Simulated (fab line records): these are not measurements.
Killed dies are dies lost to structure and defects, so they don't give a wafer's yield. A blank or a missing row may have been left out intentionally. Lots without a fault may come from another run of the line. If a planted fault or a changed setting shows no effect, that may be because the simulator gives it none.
fab line records / flow berkeleyCmos170
record: lots: 5 wafers: 15 lastDay: 11
route steps=331 shown PLDD@152 NLDD@158
lots with no fault: from the same line, run without faults
startH: hours from the record's first day to the start of the lot's first wafer shown / waitH: hours from the lot's prior step to this one / " the same as in the row above / L1.1+2: one row covering several wafers at once / - value missing, or start not given / * or withheld: withheld / < > ~ a bound
route shown NAME@n: names a module that has steps shown in the file, with the first one's number in the route / usual: mean and standard deviation over wafers with no fault / same: alike in all rows / chamber/n: place in a boat / sites: readings site by site / _std_site: the values' standard deviation / _edge_site: outer sites' mean less inner sites' / radiusMm: for every site, how far away it sits from the centre of the wafer / mask NAME#n: copy n / behind: tool/chamber where the wafer was last shaped / hold: reason for holding the lot/hours on hold/outcome of the hold / device: whichever transistor did not switch (one of n, p or np) / end of line: tests of these same wafers at the route's end / where a step has no rows: the recipe by itself / killed: at the first sort, the dies lost to defects and structure; wafer yield is something else / map: a wafer's dies, marking killed ones x, the rest . and places with no die _
set.NAME: setting as actually run; set.NAME@STEP: the setting as run at that earlier step / model.NAME: the simulator's own value behind a step, which no gauge read
certain route steps with their lots: each step a table, each wafer a row
services: when a tool's chamber went out of use (startH, in hours from the record's first day, below 0 if earlier), for how many hours, and the reason
== steps ==
step: UCB170_PLDD_OVL_MEAS_07
usual: PLDD_OVL: 3/5.4
lot.wafer=L078.1 tool=overlay-01 chamber=- startH=164.65 waitH=0.1 PLDD_OVL[nm]=6
lot.wafer=L078.3 tool=overlay-01 chamber=- startH=164.65 waitH=0.1 PLDD_OVL[nm]=3
lot.wafer=L078.4 tool=overlay-01 chamber=- startH=164.65 waitH=0.1 PLDD_OVL[nm]=3
lot.wafer=L081.2 tool=overlay-02 chamber=- startH=180.72 waitH=0.1 PLDD_OVL[nm]=3
lot.wafer=L081.3 tool=overlay-02 chamber=- startH=180.72 waitH=0.1 PLDD_OVL[nm]=-5
lot.wafer=L081.4 tool=overlay-02 chamber=- startH=180.72 waitH=0.1 PLDD_OVL[nm]=0
lot.wafer=L079.1 tool=overlay-01 chamber=- startH=181.33 waitH=0.1 PLDD_OVL[nm]=7
lot.wafer=L079.3 tool=overlay-01 chamber=- startH=181.33 waitH=0.1 PLDD_OVL[nm]=10
lot.wafer=L079.4 tool=overlay-01 chamber=- startH=181.33 waitH=0.1 PLDD_OVL[nm]=11
lot.wafer=L086.1 tool=overlay-01 chamber=- startH=201.18 waitH=0.1 PLDD_OVL[nm]=0
lot.wafer=L086.3 tool=overlay-01 chamber=- startH=201.18 waitH=0.1 PLDD_OVL[nm]=5
lot.wafer=L086.4 tool=overlay-01 chamber=- startH=201.18 waitH=0.1 PLDD_OVL[nm]=5
lot.wafer=L089.2 tool=overlay-01 chamber=- startH=213.53 waitH=0.1 PLDD_OVL[nm]=0
lot.wafer=L089.4 tool=overlay-01 chamber=- startH=213.53 waitH=0.1 PLDD_OVL[nm]=4
lot.wafer=L089.5 tool=overlay-01 chamber=- startH=213.53 waitH=0.1 PLDD_OVL[nm]=4
step: UCB170_PLDD_IMPLANT_08
recipe: species: BF2 doseCm2: 5e+13 energyKev: 10 tiltDeg: 7 rotationDeg: 0
lot.wafer=L078.1+3+4 tool=implanter-02 chamber=0 startH=164.68 waitH=0.0
lot.wafer=L081.2+3+4 tool=implanter-01 chamber=0 startH=180.77 waitH=0.0
lot.wafer=L079.1+3+4 tool=implanter-01 chamber=0 startH=181.39 waitH=0.1
lot.wafer=L086.1+3+4 tool=implanter-02 chamber=0 startH=201.21 waitH=0.0
lot.wafer=L089.2+4+5 tool=implanter-02 chamber=0 startH=213.58 waitH=0.0
step: UCB170_PLDD_IMPLANT_09
recipe: species: BF2 doseCm2: 5e+13 energyKev: 10 tiltDeg: 7 rotationDeg: 180
lot.wafer=L078.1+3+4 tool=implanter-02 chamber=0 startH=164.83 waitH=0.1
lot.wafer=L081.2+3+4 tool=implanter-01 chamber=0 startH=180.92 waitH=0.1
lot.wafer=L079.1+3+4 tool=implanter-01 chamber=0 startH=181.54 waitH=0.1
lot.wafer=L086.1+3+4 tool=implanter-02 chamber=0 startH=201.36 waitH=0.1
lot.wafer=L089.2+4+5 tool=implanter-02 chamber=0 startH=213.73 waitH=0.1
step: UCB170_PLDD_STRIP_10
recipe: chemistry: O2 powerW: 400 pressureMtorr: 3500 platenTempC: withheld o2FlowSccm: 400 overashFraction: 0.5
usual: drypumpMotorCurrentA: 5.6/0.41 oesProductAu: 0.735/0.0049 stripTimeToEndpointS: 21.67/0.057
lot.wafer=L078.1 tool=plasmaAsher-01 chamber=1 startH=164.98 waitH=0.1 drypumpMotorCurrentA=5.7 oesProductAu=0.740 rfHoursCounterH=44 stripTimeToEndpointS=21.65
lot.wafer=L078.3 tool=plasmaAsher-01 chamber=0 startH=164.98 waitH=0.1 drypumpMotorCurrentA=5.0 oesProductAu=0.741 rfHoursCounterH=- stripTimeToEndpointS=21.66
lot.wafer=L078.4 tool=plasmaAsher-01 chamber=1 startH=164.98 waitH=0.1 drypumpMotorCurrentA=5.7 oesProductAu=0.726 rfHoursCounterH=- stripTimeToEndpointS=21.77
lot.wafer=L081.2 tool=plasmaAsher-01 chamber=0 startH=181.05 waitH=0.1 drypumpMotorCurrentA=5.0 oesProductAu=0.742 rfHoursCounterH=45 stripTimeToEndpointS=21.60
lot.wafer=L081.3 tool=plasmaAsher-01 chamber=1 startH=181.05 waitH=0.1 drypumpMotorCurrentA=5.6 oesProductAu=0.731 rfHoursCounterH=- stripTimeToEndpointS=21.60
lot.wafer=L081.4 tool=plasmaAsher-01 chamber=0 startH=181.05 waitH=0.1 drypumpMotorCurrentA=5.0 oesProductAu=0.728 rfHoursCounterH=- stripTimeToEndpointS=21.60
lot.wafer=L079.1 tool=plasmaAsher-02 chamber=0 startH=181.69 waitH=0.1 drypumpMotorCurrentA=5.3 oesProductAu=0.731 rfHoursCounterH=39 stripTimeToEndpointS=21.65
lot.wafer=L079.3 tool=plasmaAsher-02 chamber=0 startH=181.69 waitH=0.1 drypumpMotorCurrentA=5.3 oesProductAu=0.733 rfHoursCounterH=- stripTimeToEndpointS=21.62
lot.wafer=L079.4 tool=plasmaAsher-02 chamber=1 startH=181.69 waitH=0.1 drypumpMotorCurrentA=5.7 oesProductAu=0.731 rfHoursCounterH=- stripTimeToEndpointS=21.68
lot.wafer=L086.1 tool=plasmaAsher-02 chamber=0 startH=201.51 waitH=0.1 drypumpMotorCurrentA=5.3 oesProductAu=0.740 rfHoursCounterH=42 stripTimeToEndpointS=21.71
lot.wafer=L086.3 tool=plasmaAsher-02 chamber=0 startH=201.51 waitH=0.1 drypumpMotorCurrentA=5.3 oesProductAu=0.733 rfHoursCounterH=- stripTimeToEndpointS=21.70
lot.wafer=L086.4 tool=plasmaAsher-02 chamber=1 startH=201.51 waitH=0.1 drypumpMotorCurrentA=5.7 oesProductAu=0.740 rfHoursCounterH=- stripTimeToEndpointS=21.75
lot.wafer=L089.2 tool=plasmaAsher-03 chamber=1 startH=213.86 waitH=0.1 drypumpMotorCurrentA=6.5 oesProductAu=0.744 rfHoursCounterH=11 stripTimeToEndpointS=21.74
lot.wafer=L089.4 tool=plasmaAsher-03 chamber=1 startH=213.86 waitH=0.1 drypumpMotorCurrentA=6.5 oesProductAu=0.738 rfHoursCounterH=- stripTimeToEndpointS=21.71
lot.wafer=L089.5 tool=plasmaAsher-03 chamber=1 startH=213.86 waitH=0.1 drypumpMotorCurrentA=6.5 oesProductAu=0.738 rfHoursCounterH=- stripTimeToEndpointS=21.76
step: UCB170_PLDD_TW_MEAS_11
usual: PLDD_TW: 1003/9.2
lot.wafer=L078.1 tool=filmMetro-03 chamber=- startH=165.08 waitH=0.1 PLDD_TW=1000
lot.wafer=L078.3 tool=filmMetro-03 chamber=- startH=165.08 waitH=0.1 PLDD_TW=998
lot.wafer=L078.4 tool=filmMetro-03 chamber=- startH=165.08 waitH=0.1 PLDD_TW=999
lot.wafer=L081.2 tool=filmMetro-03 chamber=- startH=181.16 waitH=0.1 PLDD_TW=1003
lot.wafer=L081.3 tool=filmMetro-03 chamber=- startH=181.16 waitH=0.1 PLDD_TW=999
lot.wafer=L081.4 tool=filmMetro-03 chamber=- startH=181.16 waitH=0.1 PLDD_TW=1007
lot.wafer=L079.1 tool=filmMetro-03 chamber=- startH=181.79 waitH=0.1 PLDD_TW=1000
lot.wafer=L079.3 tool=filmMetro-03 chamber=- startH=181.79 waitH=0.1 PLDD_TW=1009
lot.wafer=L079.4 tool=filmMetro-03 chamber=- startH=181.79 waitH=0.1 PLDD_TW=1003
lot.wafer=L086.1 tool=filmMetro-04 chamber=- startH=201.61 waitH=0.1 PLDD_TW=1017
lot.wafer=L086.3 tool=filmMetro-04 chamber=- startH=201.61 waitH=0.1 PLDD_TW=1009
lot.wafer=L086.4 tool=filmMetro-04 chamber=- startH=201.61 waitH=0.1 PLDD_TW=1011
lot.wafer=L089.2 tool=filmMetro-03 chamber=- startH=213.97 waitH=0.1 PLDD_TW=1001
lot.wafer=L089.4 tool=filmMetro-03 chamber=- startH=213.97 waitH=0.1 PLDD_TW=1000
lot.wafer=L089.5 tool=filmMetro-03 chamber=- startH=213.97 waitH=0.1 PLDD_TW=1001
step: UCB170_PLDD_CLEAN_12
recipe: chemistry: SPM tempC: 120 timeS: 600
same: timeS: 600
lot.wafer=L078.1+3+4 tool=wetBench-03 chamber=1 startH=165.15 waitH=0.1
lot.wafer=L081.2+3+4 tool=wetBench-03 chamber=2 startH=181.21 waitH=0.0
lot.wafer=L079.1+3+4 tool=wetBench-03 chamber=0 startH=181.85 waitH=0.1
lot.wafer=L086.1+3+4 tool=wetBench-01 chamber=0 startH=201.71 waitH=0.1
lot.wafer=L089.2+4+5 tool=wetBench-03 chamber=2 startH=214.02 waitH=0.0
step: UCB170_NLDD_HMDS_00
recipe: primeTimeS: 60 primeTempC: 100
usual: chillPlateTempC: 23.04/0.089
lot.wafer=L078.1 tool=lithoTrack-02 chamber=0 startH=165.32 waitH=0.0 chillPlateTempC=23.07
lot.wafer=L078.3 tool=lithoTrack-02 chamber=0 startH=165.32 waitH=0.0 chillPlateTempC=23.15
lot.wafer=L078.4 tool=lithoTrack-02 chamber=0 startH=165.32 waitH=0.0 chillPlateTempC=23.03
lot.wafer=L081.2 tool=lithoTrack-03 chamber=0 startH=181.51 waitH=0.1 chillPlateTempC=23.10
lot.wafer=L081.3 tool=lithoTrack-03 chamber=0 startH=181.51 waitH=0.1 chillPlateTempC=23.02
lot.wafer=L081.4 tool=lithoTrack-03 chamber=0 startH=181.51 waitH=0.1 chillPlateTempC=22.90
lot.wafer=L079.1 tool=lithoTrack-02 chamber=0 startH=182.67 waitH=0.6 chillPlateTempC=23.17
lot.wafer=L079.3 tool=lithoTrack-02 chamber=0 startH=182.67 waitH=0.6 chillPlateTempC=22.88
lot.wafer=L079.4 tool=lithoTrack-02 chamber=0 startH=182.67 waitH=0.6 chillPlateTempC=23.08
lot.wafer=L086.1 tool=lithoTrack-03 chamber=0 startH=202.04 waitH=0.1 chillPlateTempC=22.93
lot.wafer=L086.3 tool=lithoTrack-03 chamber=0 startH=202.04 waitH=0.1 chillPlateTempC=22.91
lot.wafer=L086.4 tool=lithoTrack-03 chamber=0 startH=202.04 waitH=0.1 chillPlateTempC=22.97
lot.wafer=L089.2 tool=lithoTrack-02 chamber=0 startH=214.73 waitH=0.5 chillPlateTempC=23.16
lot.wafer=L089.4 tool=lithoTrack-02 chamber=0 startH=214.73 waitH=0.5 chillPlateTempC=23.22
lot.wafer=L089.5 tool=lithoTrack-02 chamber=0 startH=214.73 waitH=0.5 chillPlateTempC=22.96
step: UCB170_NLDD_COAT_01
recipe: resist: KrF spinRpm: 1486 resistThkNm: 900
usual: chillPlateTempC: 22.98/0.099 spinSpeedRpm: 1485.9/1.2
lot.wafer=L078.1 tool=lithoTrack-02 chamber=0 startH=165.47 waitH=0.1 chillPlateTempC=23.06 spinSpeedRpm=1484.5
lot.wafer=L078.3 tool=lithoTrack-02 chamber=0 startH=165.47 waitH=0.1 chillPlateTempC=23.00 spinSpeedRpm=1486.8
lot.wafer=L078.4 tool=lithoTrack-02 chamber=0 startH=165.47 waitH=0.1 chillPlateTempC=22.93 spinSpeedRpm=1486.4
lot.wafer=L081.2 tool=lithoTrack-03 chamber=0 startH=181.66 waitH=0.1 chillPlateTempC=22.99 spinSpeedRpm=1486.5
lot.wafer=L081.3 tool=lithoTrack-03 chamber=0 startH=181.66 waitH=0.1 chillPlateTempC=23.08 spinSpeedRpm=1485.9
lot.wafer=L081.4 tool=lithoTrack-03 chamber=0 startH=181.66 waitH=0.1 chillPlateTempC=23.03 spinSpeedRpm=1486.6
lot.wafer=L079.1 tool=lithoTrack-02 chamber=0 startH=182.82 waitH=0.1 chillPlateTempC=22.78 spinSpeedRpm=1485.8
lot.wafer=L079.3 tool=lithoTrack-02 chamber=0 startH=182.82 waitH=0.1 chillPlateTempC=23.00 spinSpeedRpm=1484.5
lot.wafer=L079.4 tool=lithoTrack-02 chamber=0 startH=182.82 waitH=0.1 chillPlateTempC=22.95 spinSpeedRpm=1485.2
lot.wafer=L086.1 tool=lithoTrack-03 chamber=0 startH=202.19 waitH=0.1 chillPlateTempC=23.08 spinSpeedRpm=1486.2
lot.wafer=L086.3 tool=lithoTrack-03 chamber=0 startH=202.19 waitH=0.1 chillPlateTempC=22.84 spinSpeedRpm=1484.9
lot.wafer=L086.4 tool=lithoTrack-03 chamber=0 startH=202.19 waitH=0.1 chillPlateTempC=22.88 spinSpeedRpm=1483.6
lot.wafer=L089.2 tool=lithoTrack-02 chamber=0 startH=214.88 waitH=0.1 chillPlateTempC=23.00 spinSpeedRpm=1485.1
lot.wafer=L089.4 tool=lithoTrack-02 chamber=0 startH=214.88 waitH=0.1 chillPlateTempC=23.10 spinSpeedRpm=1485.6
lot.wafer=L089.5 tool=lithoTrack-02 chamber=0 startH=214.88 waitH=0.1 chillPlateTempC=22.93 spinSpeedRpm=1484.8
step: UCB170_NLDD_SOFTBAKE_02
recipe: resist: KrF tempC: 130 timeS: 60
usual: chillPlateTempC: 22.98/0.1
same: timeS: 60
lot.wafer=L078.1 tool=lithoTrack-02 chamber=0 startH=165.62 waitH=0.1 chillPlateTempC=23.22
lot.wafer=L078.3 tool=lithoTrack-02 chamber=0 startH=165.62 waitH=0.1 chillPlateTempC=23.13
lot.wafer=L078.4 tool=lithoTrack-02 chamber=0 startH=165.62 waitH=0.1 chillPlateTempC=23.11
lot.wafer=L081.2 tool=lithoTrack-03 chamber=0 startH=181.81 waitH=0.1 chillPlateTempC=23.20
lot.wafer=L081.3 tool=lithoTrack-03 chamber=0 startH=181.81 waitH=0.1 chillPlateTempC=23.14
lot.wafer=L081.4 tool=lithoTrack-03 chamber=0 startH=181.81 waitH=0.1 chillPlateTempC=23.22
lot.wafer=L079.1 tool=lithoTrack-02 chamber=0 startH=182.97 waitH=0.1 chillPlateTempC=22.87
lot.wafer=L079.3 tool=lithoTrack-02 chamber=0 startH=182.97 waitH=0.1 chillPlateTempC=22.89
lot.wafer=L079.4 tool=lithoTrack-02 chamber=0 startH=182.97 waitH=0.1 chillPlateTempC=22.83
lot.wafer=L086.1 tool=lithoTrack-03 chamber=0 startH=202.34 waitH=0.1 chillPlateTempC=22.86
lot.wafer=L086.3 tool=lithoTrack-03 chamber=0 startH=202.34 waitH=0.1 chillPlateTempC=22.98
lot.wafer=L086.4 tool=lithoTrack-03 chamber=0 startH=202.34 waitH=0.1 chillPlateTempC=22.96
lot.wafer=L089.2 tool=lithoTrack-02 chamber=0 startH=215.03 waitH=0.1 chillPlateTempC=22.88
lot.wafer=L089.4 tool=lithoTrack-02 chamber=0 startH=215.03 waitH=0.1 chillPlateTempC=22.99
lot.wafer=L089.5 tool=lithoTrack-02 chamber=0 startH=215.03 waitH=0.1 chillPlateTempC=22.87
step: UCB170_NLDD_EXPOSE_03
recipe: maskId: NSELECT na: 0.5 sigmaOuter: 0.6 sourceShape: conventional targetCdNm: 1200 doseMj: 30
lot.wafer=L078.1+3+4 tool=krfScanner-02 chamber=0 startH=165.77 waitH=0.1 mask=NSELECT#0
lot.wafer=L081.2+3+4 tool=krfScanner-01 chamber=0 startH=181.96 waitH=0.1 mask=NSELECT#0
lot.wafer=L079.1+3+4 tool=krfScanner-01 chamber=0 startH=183.25 waitH=0.2 mask=NSELECT#0
lot.wafer=L086.1+3+4 tool=krfScanner-02 chamber=0 startH=202.85 waitH=0.5 mask=NSELECT#0
lot.wafer=L089.2+4+5 tool=krfScanner-02 chamber=0 startH=215.41 waitH=0.4 mask=NSELECT#0
== services ==
tool=krfScanner-01 chamber=- startH=147.52 hours=0.8 kind=pm
tool=krfScanner-02 chamber=- startH=160.15 hours=1.3 kind=pm
tool=implanter-02 chamber=- startH=172.07 hours=16.6 kind=repair
tool=plasmaAsher-01 chamber=- startH=172.74 hours=2.8 kind=pm
tool=krfScanner-01 chamber=- startH=179.38 hours=1.3 kind=pm
tool=krfScanner-01 chamber=0 startH=184.94 hours=- kind=calibration
tool=krfScanner-02 chamber=- startH=209.98 hours=2.9 kind=repair
== key ==
fault none
